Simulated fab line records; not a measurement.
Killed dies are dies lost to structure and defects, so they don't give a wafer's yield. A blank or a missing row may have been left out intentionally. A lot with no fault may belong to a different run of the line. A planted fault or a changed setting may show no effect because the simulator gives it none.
fab line records	flow ritCmos
record lots=13	wafers=39	lastDay=7
route steps=202 shown FOX1@21 NWELL@37 SILICIDE@162 M1@184
lots that met no fault: taken from a fault-free run of the same line
startH: hours from the record's first day to the start of the lot's first wafer shown	waitH: how many hours have passed since the lot's step before this one	" the same as in the row above	L1.1+2: one row covering several wafers at once	- no value, or no start was given	* or withheld: withheld	< > ~ a bound
route shown NAME@n: names a module that has steps shown in the file, with the first one's number in the route	usual: average and standard deviation across the fault-free wafers	same: alike in all rows	chamber/n: place in a boat	sites: per-site readings	_std_site: their standard deviation	_edge_site: the outer-site mean with the inner-site mean subtracted	radiusMm: for every site, how far away it sits from the centre of the wafer	mask NAME#n: copy n	behind: the last tool/chamber to shape the wafer	hold: cause of the lot's hold/its duration in hours/its outcome	device: which transistor (n, p or np) failed to switch	end of line: the same wafers' tests at the end of the route	a step with no rows: only its recipe	killed: dies that structure and defects cost at the first sort, which is not the same as the wafer's yield	map: the dies of a wafer, with x for killed, . for not killed, _ for no die there
set.NAME: the setting as run; set.NAME@STEP: as run at that earlier step	model.NAME: the simulator's own value behind a step, which no gauge read
one table for each step of the route and one row for each wafer, over a sample of lots
services: a tool's chamber out of use, with start hour (startH, from the record's first day; less than 0 if before it), hours out, and reason
## steps
# step RIT_FOX1_THK_MEAS_01
# recipe reads=SiO2_of_FOX1_OXIDATION_00
# usual FOX1_OXIDE_THK=343/7.2
lot.wafer	tool	chamber	startH	waitH	FOX1_OXIDE_THK[nm]
L381.1	filmMetro-03	-	19.52	0.0	348
L381.4	"	-	"	"	349
L381.6	"	-	"	"	349
L382.2	filmMetro-03	-	23.63	0.0	348
L382.3	"	-	"	"	350
L382.6	"	-	"	"	338
L384.3	filmMetro-02	-	33.04	0.0	340
L384.4	"	-	"	"	336
L384.6	"	-	"	"	340
L385.1	filmMetro-03	-	39.91	0.0	348
L385.4	"	-	"	"	347
L385.5	"	-	"	"	348
L387.1	filmMetro-02	-	49.44	0.0	345
L387.3	"	-	"	"	344
L387.4	"	-	"	"	347
L388.1	filmMetro-02	-	53.56	0.0	346
L388.2	"	-	"	"	344
L388.3	"	-	"	"	343
L398.1	filmMetro-02	-	105.23	0.0	341
L398.2	"	-	"	"	339
L398.4	"	-	"	"	340
L399.1	filmMetro-02	-	108.88	0.0	336
L399.3	"	-	"	"	332
L399.4	"	-	"	"	333
L400.2	filmMetro-03	-	112.71	0.0	329
L400.3	"	-	"	"	334
L400.6	"	-	"	"	331
L401.1	filmMetro-01	-	119.57	0.0	337
L401.2	"	-	"	"	336
L401.3	"	-	"	"	337
L402.1	filmMetro-02	-	123.69	0.0	343
L402.3	"	-	"	"	343
L402.6	"	-	"	"	342
L403.1	filmMetro-02	-	128.42	0.0	340
L403.2	"	-	"	"	337
L403.6	"	-	"	"	339
L404.4	filmMetro-02	-	134.30	0.0	341
L404.5	"	-	"	"	341
L404.6	"	-	"	"	339
# step RIT_NWELL_STRIP_09
# recipe chemistry=O2	timeS=180	resist=NOVOLAK	platenTempC=withheld	powerW=500	pressureMtorr=4000	o2FlowSccm=4000
# usual drypumpMotorCurrentA=5.83/0.21
# same timeS=180
lot.wafer	tool	chamber	startH	waitH	drypumpMotorCurrentA	rfHoursCounterH
L381.1	plasmaAsher-03	1	23.39	0.1	6.06	35
L381.4	"	1	"	"	6.07	-
L381.6	"	0	"	"	6.13	-
L382.2	plasmaAsher-01	0	27.36	0.1	5.66	39
L382.3	"	0	"	"	5.67	-
L382.6	"	0	"	"	5.65	-
L384.3	plasmaAsher-02	1	36.90	0.1	5.66	-
L384.4	"	0	"	"	5.67	-
L384.6	"	1	"	"	5.66	-
L385.1	plasmaAsher-03	1	44.36	0.1	6.07	37
L385.4	"	1	"	"	6.09	-
L385.5	"	1	"	"	6.09	-
L387.1	plasmaAsher-03	0	53.90	0.1	6.15	38
L387.3	"	1	"	"	6.07	-
L387.4	"	0	"	"	6.14	-
L388.1	plasmaAsher-01	0	57.37	0.1	5.66	42
L388.2	"	1	"	"	5.73	42
L388.3	"	0	"	"	5.65	-
L398.1	plasmaAsher-01	0	109.54	0.1	5.68	48
L398.2	"	1	"	"	5.74	48
L398.4	"	1	"	"	5.73	-
L399.1	plasmaAsher-01	1	112.70	0.1	5.73	49
L399.3	"	0	"	"	5.67	-
L399.4	"	1	"	"	5.72	-
L400.2	plasmaAsher-01	0	118.34	0.1	5.67	50
L400.3	"	1	"	"	5.72	-
L400.6	"	0	"	"	5.67	-
L401.1	plasmaAsher-01	0	123.97	0.1	5.66	50
L401.2	"	1	"	"	5.75	50
L401.3	"	0	"	"	5.66	-
L402.1	plasmaAsher-03	1	127.43	0.1	6.09	46
L402.3	"	1	"	"	6.07	-
L402.6	"	0	"	"	6.16	-
L403.1	plasmaAsher-03	1	132.34	0.1	6.05	47
L403.2	"	0	"	"	6.16	47
L403.6	"	1	"	"	6.09	-
L404.4	plasmaAsher-01	0	138.88	0.1	5.67	-
L404.5	"	1	"	"	5.74	-
L404.6	"	0	"	"	5.66	-
# step RIT_SILICIDE_SPUTTER_01
# recipe material=Ti	targetThkNm=30	powerW=339.5	chamberPressurePa=0.667	gas=Ar	timeS=240	substrateTempC=25
# usual chamberPressurePa=0.6668/0.0014	throttleValvePct=30.1/1
lot.wafer	tool	chamber	startH	waitH	chamberPressurePa	throttleValvePct
L381.1	pvdSputter-03	-	52.28	0.0	0.6668	29.4
L381.4	"	-	"	"	0.6684	29.5
L381.6	"	-	"	"	0.6661	29.6
L382.2	pvdSputter-03	-	59.07	0.0	0.6657	29.8
L382.3	"	-	"	"	0.6692	29.5
L382.6	"	-	"	"	0.6672	29.7
L384.3	pvdSputter-03	-	69.27	0.0	0.6674	32.3
L384.4	"	-	"	"	0.6675	29.4
L384.6	"	-	"	"	0.6650	30.0
L385.1	pvdSputter-01	-	74.86	0.0	0.6664	29.5
L385.4	"	-	"	"	0.6656	29.5
L385.5	"	-	"	"	0.6638	30.4
L387.1	pvdSputter-01	-	85.58	0.0	0.6665	29.3
L387.3	"	-	"	"	0.6676	28.8
L387.4	"	-	"	"	0.6683	30.4
L388.1	pvdSputter-03	-	88.91	0.0	0.6657	29.9
L388.2	"	-	"	"	0.6655	29.3
L388.3	"	-	"	"	0.6660	32.4
L398.1	pvdSputter-02	-	140.59	0.0	0.6666	31.3
L398.2	"	-	"	"	0.6669	29.4
L398.4	"	-	"	"	0.6667	31.1
L399.1	pvdSputter-02	-	144.64	0.0	0.6655	31.0
L399.3	"	-	"	"	0.6661	31.4
L399.4	"	-	"	"	0.6674	31.5
L400.2	pvdSputter-01	-	151.13	0.0	0.6672	29.3
L400.3	"	-	"	"	0.6639	28.4
L400.6	"	-	"	"	0.6690	29.8
L401.1	pvdSputter-03	-	153.94	0.0	0.6667	29.7
L401.2	"	-	"	"	0.6682	29.3
L401.3	"	-	"	"	0.6678	29.4
L402.1	pvdSputter-01	-	157.18	0.0	0.6655	28.5
L402.3	"	-	"	"	0.6677	30.4
L402.6	"	-	"	"	0.6659	30.4
L403.1	pvdSputter-03	-	164.70	0.0	0.6675	32.3
L403.2	"	-	"	"	0.6650	29.6
L403.6	"	-	"	"	0.6672	29.6
L404.4	pvdSputter-02	-	167.28	0.0	0.6673	30.8
L404.5	"	-	"	"	0.6674	31.0
L404.6	"	-	"	"	0.6683	29.5
# step RIT_SILICIDE_RS_MEAS_02
# recipe thkMeasGauge=four-point-probe	reads=Ti_of_SILICIDE_SPUTTER_01
# usual SILICIDE_TI_RS=49.7/0.63
lot.wafer	tool	chamber	startH	waitH	SILICIDE_TI_RS[ohm/sq]
L381.1	filmMetro-04	-	52.43	0.1	49.0
L381.4	"	-	"	"	49.7
L381.6	"	-	"	"	49.3
L382.2	filmMetro-03	-	59.24	0.1	49.8
L382.3	"	-	"	"	49.8
L382.6	"	-	"	"	49.2
L384.3	filmMetro-02	-	69.46	0.1	50.5
L384.4	"	-	"	"	51.1
L384.6	"	-	"	"	51.1
L385.1	filmMetro-02	-	75.01	0.1	49.1
L385.4	"	-	"	"	49.4
L385.5	"	-	"	"	49.2
L387.1	filmMetro-04	-	85.73	0.1	50.3
L387.3	"	-	"	"	49.9
L387.4	"	-	"	"	49.4
L388.1	filmMetro-02	-	89.06	0.1	50.3
L388.2	"	-	"	"	169.5
L388.3	"	-	"	"	49.7
L398.1	filmMetro-03	-	140.74	0.1	50.0
L398.2	"	-	"	"	49.3
L398.4	"	-	"	"	48.9
L399.1	filmMetro-03	-	144.79	0.1	48.2
L399.3	"	-	"	"	48.1
L399.4	"	-	"	"	48.4
L400.2	filmMetro-03	-	151.30	0.1	49.7
L400.3	"	-	"	"	50.2
L400.6	"	-	"	"	49.5
L401.1	filmMetro-03	-	154.09	0.1	50.6
L401.2	"	-	"	"	49.8
L401.3	"	-	"	"	49.9
L402.1	filmMetro-02	-	157.33	0.1	49.3
L402.3	"	-	"	"	49.5
L402.6	"	-	"	"	49.4
L403.1	filmMetro-02	-	164.85	0.1	49.4
L403.2	"	-	"	"	49.6
L403.6	"	-	"	"	49.6
L404.4	filmMetro-04	-	167.49	0.1	48.8
L404.5	"	-	"	"	48.6
L404.6	"	-	"	"	48.6
# step RIT_SILICIDE_THK_MEAS_03
# recipe thkMeasGauge=xrf	reads=Ti_of_SILICIDE_SPUTTER_01
# usual SILICIDE_TI_THK=29.2/0.3
lot.wafer	tool	chamber	startH	waitH	SILICIDE_TI_THK[nm]
L381.1	filmMetro-04	-	52.55	0.1	29.6
L381.4	"	-	"	"	29.2
L381.6	"	-	"	"	29.5
L382.2	filmMetro-03	-	59.35	0.1	29.1
L382.3	"	-	"	"	29.0
L382.6	"	-	"	"	29.4
L384.3	filmMetro-02	-	69.56	0.1	28.8
L384.4	"	-	"	"	28.5
L384.6	"	-	"	"	28.6
L385.1	filmMetro-02	-	75.13	0.1	29.2
L385.4	"	-	"	"	29.2
L385.5	"	-	"	"	29.3
L387.1	filmMetro-04	-	85.85	0.1	29.1
L387.3	"	-	"	"	29.1
L387.4	"	-	"	"	29.4
L388.1	filmMetro-02	-	89.18	0.1	28.8
L388.2	"	-	"	"	11.3
L388.3	"	-	"	"	29.0
L398.1	filmMetro-03	-	140.86	0.1	28.9
L398.2	"	-	"	"	29.1
L398.4	"	-	"	"	29.4
L399.1	filmMetro-03	-	144.91	0.1	30.0
L399.3	"	-	"	"	29.9
L399.4	"	-	"	"	29.8
L400.2	filmMetro-03	-	151.41	0.1	29.1
L400.3	"	-	"	"	29.0
L400.6	"	-	"	"	29.1
L401.1	filmMetro-03	-	154.21	0.1	28.8
L401.2	"	-	"	"	29.0
L401.3	"	-	"	"	29.0
L402.1	filmMetro-02	-	157.45	0.1	29.4
L402.3	"	-	"	"	29.5
L402.6	"	-	"	"	29.3
L403.1	filmMetro-02	-	164.97	0.1	29.4
L403.2	"	-	"	"	29.1
L403.6	"	-	"	"	29.2
L404.4	filmMetro-04	-	167.58	0.1	29.6
L404.5	"	-	"	"	29.7
L404.6	"	-	"	"	29.9
# step RIT_M1_SPUTTER_00
# recipe material=Al	targetThkNm=400	powerW=1971	chamberPressurePa=0.4	gas=Ar	timeS=500	substrateTempC=25
# usual chamberPressurePa=0.4000/0.00083	throttleValvePct=30.0/0.9
# same timeS=500
lot.wafer	tool	chamber	startH	waitH	chamberPressurePa	throttleValvePct
L381.1	pvdSputter-01	-	55.16	0.0	0.4005	29.7
L381.4	"	-	"	"	0.3987	30.6
L381.6	"	-	"	"	0.3997	30.3
L382.2	pvdSputter-04	-	61.85	0.0	0.4009	29.9
L382.3	"	-	"	"	0.4000	29.0
L382.6	"	-	"	"	0.4001	29.4
L384.3	pvdSputter-02	-	72.13	0.0	0.3991	31.0
L384.4	"	-	"	"	0.4004	31.5
L384.6	"	-	"	"	0.4001	30.9
L385.1	pvdSputter-04	-	77.59	0.0	0.3997	29.1
L385.4	"	-	"	"	0.4001	29.5
L385.5	"	-	"	"	0.3998	29.1
L387.1	pvdSputter-04	-	88.51	0.0	0.3985	28.8
L387.3	"	-	"	"	0.3983	29.1
L387.4	"	-	"	"	0.3998	30.5
L388.1	pvdSputter-02	-	91.76	0.0	0.4004	31.0
L388.2	"	-	"	"	0.4007	31.5
L388.3	"	-	"	"	0.4008	29.4
L398.1	pvdSputter-04	-	143.48	0.0	0.4007	30.2
L398.2	"	-	"	"	0.3996	29.5
L398.4	"	-	"	"	0.4003	28.9
L399.1	pvdSputter-02	-	147.37	0.0	0.4012	29.6
L399.3	"	-	"	"	0.4000	31.3
L399.4	"	-	"	"	0.4005	31.5
L400.2	pvdSputter-04	-	153.86	0.0	0.3995	29.7
L400.3	"	-	"	"	0.4003	28.9
L400.6	"	-	"	"	0.4000	29.2
L401.1	pvdSputter-02	-	156.91	0.0	0.3991	31.7
L401.2	"	-	"	"	0.4000	29.4
L401.3	"	-	"	"	0.4010	30.9
L402.1	pvdSputter-04	-	160.05	0.0	0.4006	28.9
L402.3	"	-	"	"	0.3999	29.2
L402.6	"	-	"	"	0.4005	29.8
L403.1	pvdSputter-01	-	167.42	0.0	0.3998	30.3
L403.2	"	-	"	"	0.3989	29.6
L403.6	"	-	"	"	0.3995	28.4
L404.4	pvdSputter-04	-	170.01	0.0	0.4011	30.4
L404.5	"	-	"	"	0.4008	30.6
L404.6	"	-	"	"	0.4000	29.1
## services
tool	chamber	startH	hours	kind
pvdSputter-03	-	4.33	0.7	repair
pvdSputter-04	-	7.94	2.0	repair
plasmaAsher-03	-	23.76	2.9	repair
pvdSputter-01	-	48.58	6.1	repair
pvdSputter-03	-	98.45	4.7	repair
plasmaAsher-02	-	104.47	14.6	pm
pvdSputter-01	-	134.79	14.2	repair
pvdSputter-03	-	137.25	10.1	repair
pvdSputter-03	-	166.36	1.0	repair
## key
firstSign step=RIT_SILICIDE_RS_MEAS_02	reading=SILICIDE_TI_RS	direction=up	sigmas=99+	usual=49.7	struck=169.5
effect step=RIT_SILICIDE_THK_MEAS_03	reading=SILICIDE_TI_THK	direction=down	sigmas=59	usual=29.2	struck=11.3
metAt RIT_SILICIDE_SPUTTER_01
struckLots L388
struckWafers L388.2
testerLeftOut L388
notActingAt RIT_FOX1_THK_MEAS_01,RIT_NWELL_STRIP_09,RIT_M1_SPUTTER_00
onsetBetween 59.07 88.91
fault kind=processParameterDrift	tool=pvdSputter-03	chamber=-	onsetH=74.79	steps=RIT_SILICIDE_SPUTTER_01	channel=timeS	offset=*	shape=step	endH=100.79	stated=*	scope=struckWafersOnly
# testerLeftOut: of these lots the tester's yield and bins aren't shown, on N5 and GAA mostly nor the transistor test; their killed dies are dies lost to structure and defects alone, not to doping, threshold or leakage, so they don't give the yield
